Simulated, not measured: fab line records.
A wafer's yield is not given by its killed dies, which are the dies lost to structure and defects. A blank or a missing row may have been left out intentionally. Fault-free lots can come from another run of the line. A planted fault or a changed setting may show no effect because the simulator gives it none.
A lot that was struck, set against a sound lot    flow rit cmos    19 steps out of a route of 202
Sound: wafers L768.4, L768.5, L768.6. Wafers L767.2, L767.4, L767.5 were the ones struck. Last of all comes the cause.
Per side, at each step with rows, come the tool, then ch with its chambers, and then its first start. Under that, the readings that differ: sound wafers    struck wafers    difference of the means    sigmas: that difference in standard deviations of wafers without a fault.
alike: same words and numbers on both sides, and readings whose means sit less than 2 such deviations apart. not compared: any withheld reading, any reading some wafer has no value for, any bound like >300 that may hide the same value, and any number with overlapping values for which the record gives no deviation.
A row with sigmas, a row that says differs or no value, or rows on one side alone: a step with any of these is where the two part. Numbers that don't overlap but have no deviation are shown without sigmas and don't part them. Lack of a reading on every wafer of one side parts them only where that side has two or more wafers.

first, 3 steps without rows for these wafers: RIT_GATE_CLEAN_02 (cleans in dHF, time 30 s); RIT_GATE_CLEAN_03 (cleans in SC2, time 600 s); RIT_GATE_CLEAN_04 (cleans in dHF, time 60 s).
RIT_FOX2_THK_MEAS_91:
  sound on film metro-02 at day 4 20:10; struck on film metro-02 at day 4 15:50
reading                      sound        struck       difference  sigmas
FIELD_OXIDE_LEFT_2_THK (nm)  269 269 265  251 254 245  -18         -2
then, 2 steps without rows for these wafers: RIT_GATE_OXIDATION_05 (target thk 3 nm, ox time 270 s); RIT_GATE_ANNEAL_06 (time 600 s).
RIT_GATE_THK_MEAS_07:
  sound on film metro-02 at day 4 22:49; struck on film metro-02 at day 4 17:13
  alike: GATE_OXIDE_THK
then, 1 step without rows for these wafers: RIT_GATE_CVD_08 (deposits poly-Si from SiH4, target thk 250 nm, time 2220 s).
RIT_GATE_THK_MEAS_09:
  sound on film metro-03 at day 5 00:29; struck on film metro-02 at day 4 19:42
  alike: GATE_POLY_THK
then, 3 steps without rows for these wafers: RIT_GATE_HMDS_10 (prime time 60 s); RIT_GATE_COAT_11 (resist thk 850 nm); RIT_GATE_SOFTBAKE_12 (time 60 s).
RIT_GATE_EXPOSE_13: exposes mask M6, target cd 150 nm.
  sound on iline stepper-01 ch 0, day 5 01:09; struck on iline stepper-02 ch 0, day 4 20:13
reading                       sound                    struck             difference  sigmas
model.GATE.overlay x nm (nm)  0.01017 0.01017 0.01017  239.8 239.8 239.8  +239.8      
  alike: mask, reticle temp C
then, 2 steps without rows for these wafers: RIT_GATE_PEB_14; RIT_GATE_DEVELOP_15 (develop time 50 s).
RIT_GATE_CD_MEAS_16: the cd target is 150 nm.
  sound on cd sem-01 at day 5 01:34; struck on cd sem-01 at day 4 20:37
  alike: cd nm
RIT_GATE_OVL_MEAS_17:
  sound on overlay-01 at day 5 01:38; struck on overlay-01 at day 4 20:44
reading        sound          struck             difference  sigmas
GATE_OVL (nm)  -0.7 1.1 -0.5  241.9 239.3 239.9  +240.4      +99 or more
then, 1 step without rows for these wafers: RIT_GATE_HARDBAKE_18 (time 60 s).
RIT_M1_PROBE_99:
  sound on prober-02 at day 5 21:52; struck on prober-02 at day 5 16:41
reading                                     sound                 struck                difference  sigmas
model.etest.pldd.width nm (nm)              3146 3141 3145        2996 2999 3003        -145        
model.etest.nldd.width nm (nm)              3142 3144 3146        3014 3016 2995        -136        
model.etest.gate end array.leak log10 a um  -12.86 -13.07 -12.7   -7.396 -7.567 -7.074  +5.531      
model.etest.nmos_0p15.junction log10 a um   -13.65 -13.61 -13.45  -12.4 -12.43 -12.36   +1.2        
model.etest.select edge diode p.over limit  0 0 0                 1 1 1                 +1          
model.etest.select edge diode n.over limit  0 0 0                 1 1 1                 +1          
model.etest.nmos narrow.off log10 a um      -13.3 -13.26 -13.19   -12.36 -12.38 -12.34  +0.89       
model.etest.nmos_0p3.off log10 a um         -13.03 -13.16 -12.85  -12.32 -12.34 -12.28  +0.70       
  alike: killed_at_M0_to_M3, killed at front end, killed dies, killed open, killed short

== WHERE THEY PART ==
Earliest at RIT_FOX2_THK_MEAS_91; latest, in this record, at RIT_GATE_OVL_MEAS_17. Later steps at which nothing parts them and some readings are alike: RIT_M1_PROBE_99.

WHY: whatever the simulator had introduced
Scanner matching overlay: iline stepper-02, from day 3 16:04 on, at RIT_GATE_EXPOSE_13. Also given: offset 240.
